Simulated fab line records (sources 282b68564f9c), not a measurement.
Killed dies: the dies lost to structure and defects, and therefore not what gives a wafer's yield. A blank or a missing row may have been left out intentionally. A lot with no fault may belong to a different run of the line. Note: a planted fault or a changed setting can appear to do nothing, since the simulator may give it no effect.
Comparing a struck lot with a sound one    flow ritCmos    15 steps out of a route of 202
Sound: these wafers, L336.1, L336.2, L336.6. Struck: wafers L338.2, L338.5, L338.6. The cause is given at the end.
Per side, at each step with rows, come the tool, then ch with its chambers, and then its first start. Under that, the readings that differ: sound wafers    struck wafers    difference of the means    sigmas: that difference in standard deviations of wafers without a fault.
alike: same words and numbers on both sides, and readings whose means sit less than 2 such deviations apart. not compared: any withheld reading, any reading some wafer has no value for, any bound like >300 that may hide the same value, and any number with overlapping values for which the record gives no deviation.
A row with sigmas, a row that says differs or no value, or rows on one side alone: a step with any of these is where the two part. Numbers that have no deviation but don't overlap get no sigmas and don't part them. Lack of a reading on every wafer of one side parts them only where that side has two or more wafers.

first, 4 steps without rows for these wafers: RIT_REOX_CLEAN_00 (cleans in SC1, time 600 s); RIT_REOX_CLEAN_01 (cleans in dHF, time 30 s); RIT_REOX_CLEAN_02 (cleans in SC2, time 600 s); RIT_REOX_OXIDATION_03 (target thk 25.2 nm, ox time 5580 s).
RIT_REOX_THK_MEAS_04:
  struck on filmMetro-04, day 5 22:38; sound on filmMetro-04, day 5 13:32
  alike: REOX_OXIDE_THK
then, 6 steps without rows for these wafers: RIT_NLDD_HMDS_00 (prime time 60 s); RIT_NLDD_COAT_01 (resist thk 1000 nm); RIT_NLDD_SOFTBAKE_02 (time 60 s); RIT_NLDD_EXPOSE_03 (exposes mask M7, target cd 40700 nm); RIT_NLDD_PEB_04; RIT_NLDD_DEVELOP_05 (develop time 50 s).
RIT_NLDD_OVL_MEAS_06:
  struck on overlay-02, day 5 23:43; sound on overlay-01, day 5 14:34
  alike: NLDD_OVL
RIT_NLDD_HARDBAKE_07: time 60 s.
  sound on lithoTrack-03 ch 0, day 5 14:36; struck on lithoTrack-04 ch 0, day 5 23:46
reading                sound                 struck                difference  sigmas
heaterPowerTotalW (W)  62.51 62.59 62.58     63.04 63.01 63.19     +0.52       +11
plateTempC (C)         140.19 140.08 139.95  141.05 141.15 141.22  +1.07       +8
next, for these wafers, 1 step has no rows: RIT_NLDD_IMPLANT_08.
RIT_M1_PROBE_99:
  record: rows for the struck wafers here (prober-01, day 6 16:25), none for the sound ones

WHERE THEY PART
Earliest at RIT_NLDD_HARDBAKE_07; latest, in this record, at RIT_M1_PROBE_99.

WHY: what the simulator had put in
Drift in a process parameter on lithoTrack-04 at RIT_NLDD_HARDBAKE_07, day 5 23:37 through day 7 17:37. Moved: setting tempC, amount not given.
